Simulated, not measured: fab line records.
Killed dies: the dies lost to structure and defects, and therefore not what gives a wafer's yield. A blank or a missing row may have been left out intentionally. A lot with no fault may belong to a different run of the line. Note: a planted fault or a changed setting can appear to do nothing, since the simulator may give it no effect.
fab line records | flow rit_cmos
[record] lots = 5 wafers = 15 last_day = 7
route steps=202 shown NSD@135 PSD@142 SDANNEAL@153 PLDD@159 NLDD@160 SILICIDE@161 CONTACT@168
lots that met no fault: taken from a fault-free run of the same line
start_h: hours from the record's first day to the start of the lot's first wafer shown | wait_h: hours elapsed since this lot's preceding step | " as in the row above | L1.1+2: a row that stands for several wafers | - value missing, or start not given | * or withheld: withheld | < > ~ a bound
route shown NAME@n: names a module that has steps shown in the file, with the first one's number in the route | usual: mean/standard deviation of fault-free wafers | same: alike in all rows | chamber/n: place in a boat | sites: the reading at each site | _std_site: standard deviation across them | _edge_site: mean of outer sites minus mean of inner sites | radius_mm: for every site, how far away it sits from the centre of the wafer | mask NAME#n: copy n | behind: the tool/chamber that last shaped the wafer | hold: why the lot went on hold/how many hours it stayed there/how the hold came to an end | device: whichever transistor did not switch (one of n, p or np) | end of line: the route-end tests of the same wafers | a step with no rows: only its recipe | killed: not the wafer's yield, but the dies lost to structure and defects at the first sort | map: the dies of a wafer, with x for killed, . for not killed, _ for no die there
set.NAME: the setting as run; set.NAME@STEP: as run at that earlier step | model.NAME: the simulator's own value behind a step, which no gauge read
a table for each step, a row for each wafer; lots at some steps of the route
services: from which hour (start_h, from the record's first day; less than 0 if before it) a tool's chamber was out of use, for how many hours, and why
[[steps]]
[step RIT_NSD_PEB_04]
[recipe] resist = NOVOLAK temp_c = withheld time_s = withheld
// columns lot.wafer tool chamber start_h wait_h
L089.1+2+5 litho_track-01 0 129.75 0.1
L092.2+4+6 litho_track-03 0 147.48 0.1
L093.3+5+6 litho_track-01 0 150.86 0.1
L095.2+5+6 litho_track-01 0 154.65 0.1
L097.1+2+6 litho_track-04 0 167.36 0.1
[step RIT_NSD_DEVELOP_05]
[recipe] resist = NOVOLAK develop_time_s = 50 dev_temp_c = 23
// columns lot.wafer tool chamber start_h wait_h
L089.1+2+5 litho_track-01 0 - -
L092.2+4+6 litho_track-03 0 - -
L093.3+5+6 litho_track-01 0 - -
L095.2+5+6 litho_track-01 0 - -
L097.1+2+6 litho_track-04 0 - -
[step RIT_NSD_OVL_MEAS_06]
[usual] NSD_OVL = 0.3/1.2
// columns lot.wafer tool chamber start_h wait_h NSD_OVL[nm]
L089.1 overlay-02 - 130.04 - -0.9
L089.2 " - " " -0.7
L089.5 " - " " -1.4
L092.2 overlay-02 - 147.74 - 0.3
L092.4 " - " " 0.4
L092.6 " - " " 0.6
L093.3 overlay-01 - 151.11 - 2.5
L093.5 " - " " 2.0
L093.6 " - " " 1.6
L095.2 overlay-01 - 154.92 - -0.7
L095.5 " - " " -1.6
L095.6 " - " " -1.0
L097.1 overlay-01 - 167.64 - -0.7
L097.2 " - " " -0.4
L097.6 " - " " -0.3
[step RIT_NSD_HARDBAKE_07]
[recipe] resist = NOVOLAK temp_c = 140 time_s = 60
// columns lot.wafer tool chamber start_h wait_h
L089.1+2+5 litho_track-03 0 130.09 0.0
L092.2+4+6 litho_track-04 0 147.80 0.0
L093.3+5+6 litho_track-03 0 151.18 0.1
L095.2+5+6 litho_track-01 0 154.97 0.0
L097.1+2+6 litho_track-04 0 167.68 0.0
[step RIT_NSD_IMPLANT_08]
[recipe] species = P energy_kev = 24.7 dose_cm2 = 1e+15 tilt_deg = 7
[same] implant_ion_amu = 31
// columns lot.wafer tool chamber start_h wait_h
L089.1+2+5 implanter-03 0 130.24 0.1
L092.2+4+6 implanter-04 0 147.95 0.1
L093.3+5+6 implanter-03 0 151.33 0.1
L095.2+5+6 implanter-03 0 155.12 0.1
L097.1+2+6 implanter-04 0 167.83 0.1
[step RIT_NSD_STRIP_09]
[recipe] chemistry = O2 time_s = 180 resist = NOVOLAK platen_temp_c = withheld power_w = 500 pressure_mtorr = 4000 o2_flow_sccm = 4000
[usual] drypump_motor_current_A = 5.78/0.25
// columns lot.wafer tool chamber start_h wait_h drypump_motor_current_A rf_hours_counter_h
L089.1 plasma_asher-03 1 130.39 0.1 5.62 48
L089.2 " 0 " " 5.92 48
L089.5 " 0 " " 5.92 -
L092.2 plasma_asher-01 1 148.07 0.1 5.65 3
L092.4 " 0 " " 5.70 -
L092.6 " 0 " " 5.71 -
L093.3 plasma_asher-01 1 151.49 0.1 5.66 -
L093.5 " 1 " " 5.67 -
L093.6 " 0 " " 5.72 -
L095.2 plasma_asher-02 1 155.25 0.1 6.65 38
L095.5 " 0 " " 5.53 -
L095.6 " 1 " " 6.60 -
L097.1 plasma_asher-01 0 167.98 0.1 5.71 5
L097.2 " 1 " " 5.64 5
L097.6 " 0 " " 5.71 -
[step RIT_NSD_TW_MEAS_10]
[usual] NSD_TW = 3092/18
// columns lot.wafer tool chamber start_h wait_h NSD_TW
L089.1 film_metro-04 - 130.56 0.1 3110
L089.2 " - " " 3112
L089.5 " - " " 3123
L092.2 film_metro-03 - 148.26 0.1 3103
L092.4 " - " " 3102
L092.6 " - " " 3104
L093.3 film_metro-04 - 151.63 0.1 3088
L093.5 " - " " 3084
L093.6 " - " " 3082
L095.2 film_metro-04 - 155.43 0.1 3085
L095.5 " - " " 3084
L095.6 " - " " 3078
L097.1 film_metro-02 - 168.15 0.1 3111
L097.2 " - " " 3099
L097.6 " - " " 3118
[step RIT_PSD_HMDS_00]
[recipe] prime_time_s = 60 prime_temp_c = 140
// columns lot.wafer tool chamber start_h wait_h
L089.1+2+5 litho_track-03 0 130.62 0.1
L092.2+4+6 litho_track-02 0 148.33 0.1
L093.3+5+6 litho_track-03 0 151.72 0.1
L095.2+5+6 litho_track-01 0 155.51 0.1
L097.1+2+6 litho_track-01 0 168.21 0.1
[step RIT_PSD_COAT_01]
[recipe] resist = NOVOLAK spin_rpm = 3250 resist_thk_nm = 1000
// columns lot.wafer tool chamber start_h wait_h
L089.1+2+5 litho_track-03 0 130.77 0.1
L092.2+4+6 litho_track-02 0 148.48 0.1
L093.3+5+6 litho_track-03 0 151.87 0.1
L095.2+5+6 litho_track-01 0 155.66 0.1
L097.1+2+6 litho_track-01 0 168.36 0.1
[step RIT_PSD_SOFTBAKE_02]
[recipe] resist = NOVOLAK temp_c = 90 time_s = 60
// columns lot.wafer tool chamber start_h wait_h
L089.1+2+5 litho_track-03 0 130.92 0.1
L092.2+4+6 litho_track-02 0 148.63 0.1
L093.3+5+6 litho_track-03 0 152.02 0.1
L095.2+5+6 litho_track-01 0 155.81 0.1
L097.1+2+6 litho_track-01 0 168.51 0.1
[step RIT_PSD_EXPOSE_03]
[recipe] mask_id = M10 na = 0.57 target_cd_nm = 40900 dose_mj = 250
[usual] stage_vel_mm_s = 499.97/0.22
// columns lot.wafer tool chamber start_h wait_h mask stage_vel_mm_s
L089.1 iline_stepper-01 0 131.07 0.1 M10#0 500.19
L089.2 " 0 " " M10#0 500.14
L089.5 " 0 " " M10#0 499.77
L092.2 iline_stepper-01 0 148.78 0.1 M10#0 500.03
L092.4 " 0 " " M10#0 500.06
L092.6 " 0 " " M10#0 499.97
L093.3 iline_stepper-01 0 152.16 0.1 M10#0 500.12
L093.5 " 0 " " M10#0 499.78
L093.6 " 0 " " M10#0 499.54
L095.2 iline_stepper-02 0 156.08 0.2 M10#0 500.06
L095.5 " 0 " " M10#0 499.75
L095.6 " 0 " " M10#0 499.66
L097.1 iline_stepper-02 0 168.66 0.1 M10#0 499.92
L097.2 " 0 " " M10#0 500.15
L097.6 " 0 " " M10#0 500.15
[step RIT_PSD_PEB_04]
[recipe] resist = NOVOLAK temp_c = withheld time_s = withheld
// columns lot.wafer tool chamber start_h wait_h
L089.1+2+5 litho_track-01 0 131.19 0.1
L092.2+4+6 litho_track-02 0 148.90 0.1
L093.3+5+6 litho_track-01 0 152.28 0.1
L095.2+5+6 litho_track-01 0 156.20 0.1
L097.1+2+6 litho_track-01 0 168.78 0.1
[step RIT_PSD_DEVELOP_05]
[recipe] resist = NOVOLAK develop_time_s = 50 dev_temp_c = 23
// columns lot.wafer tool chamber start_h wait_h
L089.1+2+5 litho_track-01 0 - -
L092.2+4+6 litho_track-02 0 - -
L093.3+5+6 litho_track-01 0 - -
L095.2+5+6 litho_track-01 0 - -
L097.1+2+6 litho_track-01 0 - -
[step RIT_PSD_OVL_MEAS_06]
[usual] PSD_OVL = 0.1/1.5
// columns lot.wafer tool chamber start_h wait_h PSD_OVL[nm]
L089.1 overlay-02 - 131.47 - 0.6
L089.2 " - " " 1.6
L089.5 " - " " 2.6
L092.2 overlay-01 - 149.16 - 0.4
L092.4 " - " " 0.8
L092.6 " - " " 1.3
L093.3 overlay-01 - 152.53 - 3.8
L093.5 " - " " 3.5
L093.6 " - " " 2.4
L095.2 overlay-01 - 156.46 - -2.8
L095.5 " - " " -1.5
L095.6 " - " " -1.6
L097.1 overlay-01 - 169.06 - 0.9
L097.2 " - " " 0.4
L097.6 " - " " 0.5
[step RIT_PSD_HARDBAKE_07]
[recipe] resist = NOVOLAK temp_c = 140 time_s = 60
// columns lot.wafer tool chamber start_h wait_h
L089.1+2+5 litho_track-03 0 131.51 0.0
L092.2+4+6 litho_track-03 0 149.22 0.0
L093.3+5+6 litho_track-03 0 152.60 0.1
L095.2+5+6 litho_track-02 0 156.78 0.3
L097.1+2+6 litho_track-03 0 169.10 0.0
[step RIT_PSD_IMPLANT_08]
[recipe] species = BF2 energy_kev = 27 dose_cm2 = 5e+15 tilt_deg = 7
[same] implant_ion_amu = 49
// columns lot.wafer tool chamber start_h wait_h
L089.1+2+5 implanter-03 0 131.66 0.1
L092.2+4+6 implanter-01 0 149.37 0.1
L093.3+5+6 implanter-02 0 152.75 0.1
L095.2+5+6 implanter-01 0 156.93 0.1
L097.1+2+6 implanter-03 0 169.25 0.1
[step RIT_PSD_STRIP_09]
[recipe] chemistry = O2 time_s = 180 resist = NOVOLAK platen_temp_c = withheld power_w = 500 pressure_mtorr = 4000 o2_flow_sccm = 4000
[usual] drypump_motor_current_A = 5.63/0.19
// columns lot.wafer tool chamber start_h wait_h drypump_motor_current_A rf_hours_counter_h
L089.1 plasma_asher-01 0 131.81 0.1 5.72 1
L089.2 " 1 " " 5.65 1
L089.5 " 0 " " 5.73 -
L092.2 plasma_asher-04 0 149.49 0.1 5.64 50
L092.4 " 1 " " 5.29 -
L092.6 " 1 " " 5.28 -
L093.3 plasma_asher-03 1 152.91 0.1 5.61 -
L093.5 " 1 " " 5.63 -
L093.6 " 0 " " 5.90 -
L095.2 plasma_asher-03 1 157.05 0.1 5.62 52
L095.5 " 0 " " 5.93 -
L095.6 " 1 " " 5.64 -
L097.1 plasma_asher-04 1 169.40 0.1 5.30 52
L097.2 " 0 " " 5.64 52
L097.6 " 1 " " 5.26 -
[step RIT_PSD_TW_MEAS_10]
[usual] PSD_TW = 3413/22
// columns lot.wafer tool chamber start_h wait_h PSD_TW
L089.1 film_metro-02 - 131.98 0.1 3384
L089.2 " - " " 3382
L089.5 " - " " 3380
L092.2 film_metro-02 - 149.68 0.1 3439
L092.4 " - " " 3428
L092.6 " - " " 3449
L093.3 film_metro-02 - 153.05 0.1 3437
L093.5 " - " " 3430
L093.6 " - " " 3429
L095.2 film_metro-04 - 157.24 0.1 3385
L095.5 " - " " 3377
L095.6 " - " " 3376
L097.1 film_metro-03 - 169.58 0.1 3450
L097.2 " - " " 3427
L097.6 " - " " 3406
[step RIT_SDANNEAL_CLEAN_00]
[recipe] chemistry = SC1 mix = 3:3:50 time_s = 608.5 temp_c = 75
// columns lot.wafer tool chamber start_h wait_h
L089.1+2+5 wet_bench-03 1 132.04 0.1
L092.2+4+6 wet_bench-02 1 149.73 0.0
L093.3+5+6 wet_bench-04 0 153.09 0.0
L095.2+5+6 wet_bench-03 2 157.29 0.0
L097.1+2+6 wet_bench-02 0 169.64 0.1
[step RIT_SDANNEAL_CLEAN_01]
[recipe] chemistry = dHF dilution = 50:1 time_s = 30
// columns lot.wafer tool chamber start_h wait_h
L089.1+2+5 wet_bench-02 1 132.25 0.0
L092.2+4+6 wet_bench-04 1 149.94 0.0
L093.3+5+6 wet_bench-02 2 153.28 0.0
L095.2+5+6 wet_bench-02 0 157.46 0.0
L097.1+2+6 wet_bench-02 1 169.81 0.0
[step RIT_SDANNEAL_CLEAN_02]
[recipe] chemistry = SC2 mix = 3:3:50 time_s = 600 temp_c = 75 dry = n2_spin
// columns lot.wafer tool chamber start_h wait_h
L089.1+2+5 wet_bench-04 0 132.27 0.0
L092.2+4+6 wet_bench-03 1 149.95 0.0
L093.3+5+6 wet_bench-03 1 153.29 0.0
L095.2+5+6 wet_bench-04 2 157.48 0.0
L097.1+2+6 wet_bench-02 0 169.83 0.0
[step RIT_SDANNEAL_RTA_03]
[recipe] temp_c = 1050 time_s = 5 idle_temp_c = 600 ramp_up_c_per_s = 342 ramp_down_c_per_s = 171 cool_to_c = 600 ambient = N2
[usual] wafer_temp_C_max = 1053.5/1.2
// columns lot.wafer tool chamber start_h wait_h wafer_temp_C_max
L089.1 rtp_anneal-01 0 132.44 0.0 1052.0
L089.2 " 0 " " 1054.7
L089.5 " 0 " " 1055.1
L092.2 rtp_anneal-02 0 150.14 0.0 1055.8
L092.4 " 0 " " 1054.7
L092.6 " 0 " " 1054.8
L093.3 rtp_anneal-01 0 153.49 0.0 1052.7
L093.5 " 0 " " 1052.8
L093.6 " 0 " " 1056.5
L095.2 rtp_anneal-01 0 157.67 0.0 1056.3
L095.5 " 0 " " 1053.9
L095.6 " 0 " " 1052.5
L097.1 rtp_anneal-01 0 170.00 0.0 1054.4
L097.2 " 0 " " 1051.8
L097.6 " 0 " " 1053.8
[step RIT_SDANNEAL_RS_MEAS_04]
[recipe] thk_meas_gauge = four-point-probe
[usual] PSD_RS = 116.0/0.36
// columns lot.wafer tool chamber start_h wait_h PSD_RS[ohm/sq]
L089.1 film_metro-02 - 132.50 0.0 115.6
L089.2 " - " " 115.6
L089.5 " - " " 115.7
L092.2 film_metro-04 - 150.21 0.1 115.7
L092.4 " - " " 115.7
L092.6 " - " " 115.7
L093.3 film_metro-03 - 153.57 0.1 116.8
L093.5 " - " " 116.4
L093.6 " - " " 116.6
L095.2 film_metro-03 - 157.73 0.1 116.5
L095.5 " - " " 116.7
L095.6 " - " " 116.8
L097.1 film_metro-04 - 170.06 0.0 115.7
L097.2 " - " " 115.8
L097.6 " - " " 115.8
[step RIT_SDANNEAL_RS_MEAS_05]
[recipe] thk_meas_gauge = four-point-probe
[usual] NSD_RS = 84.68/0.3
// columns lot.wafer tool chamber start_h wait_h NSD_RS[ohm/sq]
L089.1 film_metro-02 - 132.62 0.1 84.37
L089.2 " - " " 84.60
L089.5 " - " " 84.18
L092.2 film_metro-04 - 150.33 0.1 84.55
L092.4 " - " " 84.73
L092.6 " - " " 84.84
L093.3 film_metro-03 - 153.69 0.1 84.72
L093.5 " - " " 85.04
L093.6 " - " " 84.87
L095.2 film_metro-03 - 157.85 0.1 84.79
L095.5 " - " " 84.84
L095.6 " - " " 85.13
L097.1 film_metro-04 - 170.18 0.1 84.89
L097.2 " - " " 85.05
L097.6 " - " " 84.89
[step RIT_SDANNEAL_RS_MEAS_06]
[recipe] thk_meas_gauge = four-point-probe
[usual] PLDD_RS = 178.4/0.58
// columns lot.wafer tool chamber start_h wait_h PLDD_RS[ohm/sq]
L089.1 film_metro-02 - 132.74 0.1 178.2
L089.2 " - " " 177.9
L089.5 " - " " 178.3
L092.2 film_metro-04 - 150.45 0.1 178.2
L092.4 " - " " 177.7
L092.6 " - " " 177.9
L093.3 film_metro-03 - 153.81 0.1 179.3
L093.5 " - " " 179.5
L093.6 " - " " 179.6
L095.2 film_metro-03 - 157.97 0.1 178.6
L095.5 " - " " 179.6
L095.6 " - " " 179.1
L097.1 film_metro-04 - 170.30 0.1 178.5
L097.2 " - " " 178.1
L097.6 " - " " 178.9
[step RIT_SDANNEAL_RS_MEAS_07]
[recipe] thk_meas_gauge = four-point-probe
[usual] NLDD_RS = 151.7/0.61
// columns lot.wafer tool chamber start_h wait_h NLDD_RS[ohm/sq]
L089.1 film_metro-02 - 132.86 0.1 151.5
L089.2 " - " " 151.1
L089.5 " - " " 151.5
L092.2 film_metro-04 - 150.57 0.1 151.2
L092.4 " - " " 152.0
L092.6 " - " " 152.2
L093.3 film_metro-03 - 153.93 0.1 152.4
L093.5 " - " " 152.4
L093.6 " - " " 153.0
L095.2 film_metro-03 - 158.09 0.1 151.2
L095.5 " - " " 151.1
L095.6 " - " " 150.9
L097.1 film_metro-04 - 170.42 0.1 151.6
L097.2 " - " " 151.6
L097.6 " - " " 151.2
[step RIT_SILICIDE_WET_ETCH_00]
[recipe] chemistry = BOE target = SiO2 target_depth_nm = 14 time_s = 15 dry = n2_spin dilution = 10:1 temp_c = 21.5
// columns lot.wafer tool chamber start_h wait_h
L089.1+2+5 wet_bench-01 2 132.98 0.1
L092.2+4+6 wet_bench-03 0 150.67 0.1
L093.3+5+6 wet_bench-03 0 154.01 0.1
L095.2+5+6 wet_bench-03 2 158.19 0.1
L097.1+2+6 wet_bench-01 2 170.54 0.1
[step RIT_SILICIDE_SPUTTER_01]
[recipe] material = Ti target_thk_nm = 30 power_w = 338.1 chamber_pressure_pa = 0.667 gas = Ar time_s = 240 substrate_temp_c = 25
[usual] throttle_valve_pct = 30.0/1.1
// columns lot.wafer tool chamber start_h wait_h throttle_valve_pct
L089.1 pvd_sputter-03 - 132.99 0.0 30.2
L089.2 " - " " 30.3
L089.5 " - " " 30.3
L092.2 pvd_sputter-01 - 150.68 0.0 30.0
L092.4 " - " " 28.4
L092.6 " - " " 29.6
L093.3 pvd_sputter-03 - 154.02 0.0 28.9
L093.5 " - " " 30.3
L093.6 " - " " 30.2
L095.2 pvd_sputter-02 - 158.21 0.0 31.4
L095.5 " - " " 31.8
L095.6 " - " " 29.9
L097.1 pvd_sputter-03 - 170.55 0.0 30.6
L097.2 " - " " 30.3
L097.6 " - " " 30.3
[step RIT_SILICIDE_RS_MEAS_02]
[recipe] thk_meas_gauge = four-point-probe reads = Ti_of_SILICIDE_SPUTTER_01
[usual] SILICIDE_TI_RS = 50.1/0.8
// columns lot.wafer tool chamber start_h wait_h SILICIDE_TI_RS[ohm/sq]
L089.1 film_metro-04 - 133.16 0.1 49.9
L089.2 " - " " 48.8
L089.5 " - " " 49.4
L092.2 film_metro-01 - 150.85 0.1 49.6
L092.4 " - " " 49.4
L092.6 " - " " 49.2
L093.3 film_metro-03 - 154.21 0.1 49.9
L093.5 " - " " 50.6
L093.6 " - " " 49.5
L095.2 film_metro-04 - 158.38 0.1 50.6
L095.5 " - " " 50.5
L095.6 " - " " 49.9
L097.1 film_metro-03 - 170.70 0.1 50.1
L097.2 " - " " 51.3
L097.6 " - " " 51.0
[step RIT_SILICIDE_THK_MEAS_03]
[recipe] thk_meas_gauge = xrf reads = Ti_of_SILICIDE_SPUTTER_01
[usual] SILICIDE_TI_THK = 29.1/0.4
// columns lot.wafer tool chamber start_h wait_h SILICIDE_TI_THK[nm]
L089.1 film_metro-04 - 133.28 0.1 28.9
L089.2 " - " " 29.7
L089.5 " - " " 29.3
L092.2 film_metro-01 - 150.96 0.1 29.4
L092.4 " - " " 29.4
L092.6 " - " " 29.6
L093.3 film_metro-03 - 154.31 0.1 29.3
L093.5 " - " " 29.1
L093.6 " - " " 29.7
L095.2 film_metro-04 - 158.49 0.1 28.6
L095.5 " - " " 28.7
L095.6 " - " " 29.0
L097.1 film_metro-03 - 170.82 0.1 29.1
L097.2 " - " " 28.9
L097.6 " - " " 28.7
[step RIT_SILICIDE_RTA_04]
[recipe] temp_c = 650 time_s = 10 idle_temp_c = 25 ramp_up_s = 5 ramp_down_s = 5 cool_to_c = 25 ambient = N2
[usual] wafer_temp_C_max = 653.4/1
// columns lot.wafer tool chamber start_h wait_h wafer_temp_C_max
L089.1 rtp_anneal-02 0 133.34 0.1 652.5
L089.2 " 0 " " 653.1
L089.5 " 0 " " 653.1
L092.2 rtp_anneal-01 0 151.02 0.1 654.8
L092.4 " 0 " " 655.2
L092.6 " 0 " " 654.3
L093.3 rtp_anneal-02 0 154.37 0.1 652.1
L093.5 " 0 " " 652.3
L093.6 " 0 " " 651.9
L095.2 rtp_anneal-02 0 158.55 0.1 653.7
L095.5 " 0 " " 651.9
L095.6 " 0 " " 651.9
L097.1 rtp_anneal-02 0 170.88 0.1 652.9
L097.2 " 0 " " 653.7
L097.6 " 0 " " 652.2
[step RIT_SILICIDE_WET_ETCH_05]
[recipe] chemistry = SPM target = Ti temp_c = 90 time_s = 120 dry = n2_spin
// columns lot.wafer tool chamber start_h wait_h
L089.1+2+5 wet_bench-03 1 133.40 0.1
L092.2+4+6 wet_bench-01 3 151.08 0.0
L093.3+5+6 wet_bench-01 1 154.42 0.0
L095.2+5+6 wet_bench-01 0 158.60 0.0
L097.1+2+6 wet_bench-03 3 170.95 0.1
[step RIT_SILICIDE_RTA_06]
[recipe] temp_c = 750 time_s = 10 idle_temp_c = 25 ramp_up_s = 5 ramp_down_s = 10 cool_to_c = 25 ambient = N2
[usual] wafer_temp_C_max = 754.0/1.2
// columns lot.wafer tool chamber start_h wait_h wafer_temp_C_max
L089.1 rtp_anneal-01 0 133.45 0.0 755.9
L089.2 " 0 " " 757.2
L089.5 " 0 " " 753.6
L092.2 rtp_anneal-02 0 151.13 0.0 753.2
L092.4 " 0 " " 752.4
L092.6 " 0 " " 753.1
L093.3 rtp_anneal-01 0 154.48 0.0 754.9
L093.5 " 0 " " 753.8
L093.6 " 0 " " 755.9
L095.2 rtp_anneal-01 0 158.66 0.0 755.2
L095.5 " 0 " " 755.8
L095.6 " 0 " " 754.0
L097.1 rtp_anneal-01 0 170.99 0.0 754.7
L097.2 " 0 " " 754.2
L097.6 " 0 " " 755.1
[step RIT_CONTACT_CVD_00]
[recipe] material = SiO2 target_thk_nm = 400 precursor = TEOS temp_c = 390 time_s = 61 rf_w = 400
[usual] heater_power_w = 318/64 rf_fwd_power_W = 396.1/1.7
// columns lot.wafer tool chamber start_h wait_h heater_power_w rf_fwd_power_W
L089.1 pecvd-03 2 133.52 0.1 436 397.6
L089.2 " 0 " " 311 397.7
L089.5 " 2 " " 448 397.8
L092.2 pecvd-03 1 151.19 0.0 241 394.0
L092.4 " 0 " " 267 398.6
L092.6 " 1 " " 259 395.9
L093.3 pecvd-01 2 154.53 0.0 368 399.4
L093.5 " 1 " " 332 394.0
L093.6 " 0 " " 213 395.9
L095.2 pecvd-03 1 158.71 0.0 261 394.9
L095.5 " 1 " " 274 396.1
L095.6 " 2 " " 428 397.4
L097.1 pecvd-02 0 171.06 0.1 199 399.2
L097.2 " 2 " " 376 392.7
L097.6 " 0 " " 216 394.9
[step RIT_CONTACT_THK_MEAS_01]
[recipe] reads = SiO2_of_CONTACT_CVD_00
[usual] CONTACT_TEOS_THK = 399/5.3
// columns lot.wafer tool chamber start_h wait_h CONTACT_TEOS_THK[nm]
L089.1 film_metro-02 - 133.57 0.0 397
L089.2 " - " " 398
L089.5 " - " " 401
L092.2 film_metro-04 - 151.25 0.0 395
L092.4 " - " " 403
L092.6 " - " " 405
L093.3 film_metro-04 - 154.60 0.0 399
L093.5 " - " " 408
L093.6 " - " " 408
L095.2 film_metro-01 - 158.77 0.0 398
L095.5 " - " " 407
L095.6 " - " " 404
L097.1 film_metro-01 - 171.11 0.0 393
L097.2 " - " " 395
L097.6 " - " " 398
[step RIT_CONTACT_HMDS_02]
[recipe] prime_time_s = 60 prime_temp_c = 140
// columns lot.wafer tool chamber start_h wait_h
L089.1+2+5 litho_track-04 0 133.63 0.1
L092.2+4+6 litho_track-02 0 151.32 0.1
L093.3+5+6 litho_track-04 0 154.69 0.1
L095.2+5+6 litho_track-04 0 158.85 0.1
L097.1+2+6 litho_track-04 0 171.19 0.1
[step RIT_CONTACT_COAT_03]
[recipe] resist = NOVOLAK spin_rpm = 3250 resist_thk_nm = 1000
// columns lot.wafer tool chamber start_h wait_h
L089.1+2+5 litho_track-04 0 133.78 0.1
L092.2+4+6 litho_track-02 0 151.47 0.1
L093.3+5+6 litho_track-04 0 154.84 0.1
L095.2+5+6 litho_track-04 0 159.00 0.1
L097.1+2+6 litho_track-04 0 171.34 0.1
[step RIT_CONTACT_SOFTBAKE_04]
[recipe] resist = NOVOLAK temp_c = 90 time_s = 62.18
[usual] plate_sensor_t_centre_C = 90.970/0.01 plate_sensor_t_edge_C = 91.021/0.0093
// columns lot.wafer tool chamber start_h wait_h plate_sensor_t_centre_C plate_sensor_t_edge_C
L089.1 litho_track-04 0 133.93 0.1 90.977 91.017
L089.2 " 0 " " 90.980 91.030
L089.5 " 0 " " 90.968 91.020
L092.2 litho_track-02 0 151.62 0.1 90.989 91.028
L092.4 " 0 " " 90.966 91.012
L092.6 " 0 " " 90.957 91.023
L093.3 litho_track-04 0 154.99 0.1 90.975 91.017
L093.5 " 0 " " 90.958 91.025
L093.6 " 0 " " 90.975 91.015
L095.2 litho_track-04 0 159.15 0.1 90.970 91.009
L095.5 " 0 " " 90.997 91.035
L095.6 " 0 " " 90.984 91.034
L097.1 litho_track-04 0 171.49 0.1 90.972 91.017
L097.2 " 0 " " 90.970 91.020
L097.6 " 0 " " 90.975 91.016
[step RIT_CONTACT_EXPOSE_05]
[recipe] mask_id = M11 na = 0.6 source_shape = conventional sigma_outer = 0.5 target_cd_nm = 1000 dose_mj = 250
[usual] stage_vel_mm_s = 499.97/0.23
[same] sigma_outer = 0.5
// columns lot.wafer tool chamber start_h wait_h mask stage_vel_mm_s
L089.1 iline_stepper-02 0 134.08 0.1 M11#0 500.10
L089.2 " 0 " " M11#0 500.14
L089.5 " 0 " " M11#0 500.09
L092.2 iline_stepper-01 0 151.77 0.1 M11#0 499.77
L092.4 " 0 " " M11#0 499.44
L092.6 " 0 " " M11#0 499.57
L093.3 iline_stepper-02 0 155.25 0.2 M11#0 499.46
L093.5 " 0 " " M11#0 499.70
L093.6 " 0 " " M11#0 499.82
L095.2 iline_stepper-01 0 159.29 0.1 M11#0 499.85
L095.5 " 0 " " M11#0 499.92
L095.6 " 0 " " M11#0 500.19
L097.1 iline_stepper-01 0 171.77 0.2 M11#0 500.15
L097.2 " 0 " " M11#0 500.16
L097.6 " 0 " " M11#0 499.56
[step RIT_CONTACT_PEB_06]
[recipe] resist = NOVOLAK temp_c = withheld time_s = withheld
// columns lot.wafer tool chamber start_h wait_h
L089.1+2+5 litho_track-03 0 134.33 0.2
L092.2+4+6 litho_track-03 0 152.14 0.4
L093.3+5+6 litho_track-02 0 155.38 0.1
L095.2+5+6 litho_track-03 0 159.41 0.1
L097.1+2+6 litho_track-04 0 171.89 0.1
[step RIT_CONTACT_DEVELOP_07]
[recipe] resist = NOVOLAK develop_time_s = 120 dev_temp_c = 23
// columns lot.wafer tool chamber start_h wait_h
L089.1+2+5 litho_track-03 0 - -
L092.2+4+6 litho_track-03 0 - -
L093.3+5+6 litho_track-02 0 - -
L095.2+5+6 litho_track-03 0 - -
L097.1+2+6 litho_track-04 0 - -
[step RIT_CONTACT_CD_MEAS_08]
[recipe] target_cd_nm = 1000
[usual] cd_nm = 1000.1/2
// columns lot.wafer tool chamber start_h wait_h cd_nm
L089.1 cd_sem-02 - 134.73 - 998.2
L089.2 " - " " 1000.3
L089.5 " - " " 998.2
L092.2 cd_sem-01 - 152.54 - 1002.1
L092.4 " - " " 1001.5
L092.6 " - " " 1000.6
L093.3 cd_sem-02 - 155.77 - 1001.3
L093.5 " - " " 1000.5
L093.6 " - " " 1000.9
L095.2 cd_sem-01 - 159.81 - 996.6
L095.5 " - " " 997.1
L095.6 " - " " 996.9
L097.1 cd_sem-02 - 172.29 - 1001.0
L097.2 " - " " 998.7
L097.6 " - " " 1001.5
[step RIT_CONTACT_OVL_MEAS_09]
[usual] CONTACT_OVL = 0.4/1.2
// columns lot.wafer tool chamber start_h wait_h CONTACT_OVL[nm]
L089.1 overlay-02 - 134.85 0.1 -0.7
L089.2 " - " " -0.7
L089.5 " - " " -0.6
L092.2 overlay-02 - 152.64 0.1 1.0
L092.4 " - " " -0.5
L092.6 " - " " 0.1
L093.3 overlay-01 - 155.86 0.1 1.2
L093.5 " - " " -0.7
L093.6 " - " " -0.2
L095.2 overlay-02 - 159.92 0.1 -1.3
L095.5 " - " " -2.1
L095.6 " - " " -0.5
L097.1 overlay-02 - 172.41 0.1 1.2
L097.2 " - " " -0.6
L097.6 " - " " -0.6
[step RIT_CONTACT_HARDBAKE_10]
[recipe] resist = NOVOLAK temp_c = 140 time_s = 60
// columns lot.wafer tool chamber start_h wait_h
L089.1+2+5 litho_track-04 0 134.93 0.1
L092.2+4+6 litho_track-02 0 152.70 0.0
L093.3+5+6 litho_track-04 0 155.93 0.1
L095.2+5+6 litho_track-03 0 159.97 0.0
L097.1+2+6 litho_track-03 0 172.44 0.0
[[services]]
// columns tool chamber start_h hours kind
plasma_asher-01 - 108.75 9.0 pm
plasma_asher-01 0 108.75 9.0 vent_cycle
plasma_asher-01 1 108.75 9.0 vent_cycle
pecvd-02 - 109.90 0.8 pm
plasma_asher-01 0 117.75 - clean
plasma_asher-01 1 117.75 - clean
implanter-03 - 121.60 4.1 repair
pecvd-01 - 129.91 0.5 repair
plasma_asher-04 - 143.32 2.8 pm
implanter-04 - 150.47 2.3 repair
implanter-02 - 158.31 1.0 repair
implanter-01 - 165.07 5.3 pm
plasma_asher-03 - 167.92 2.8 pm
[[key]]
fault none
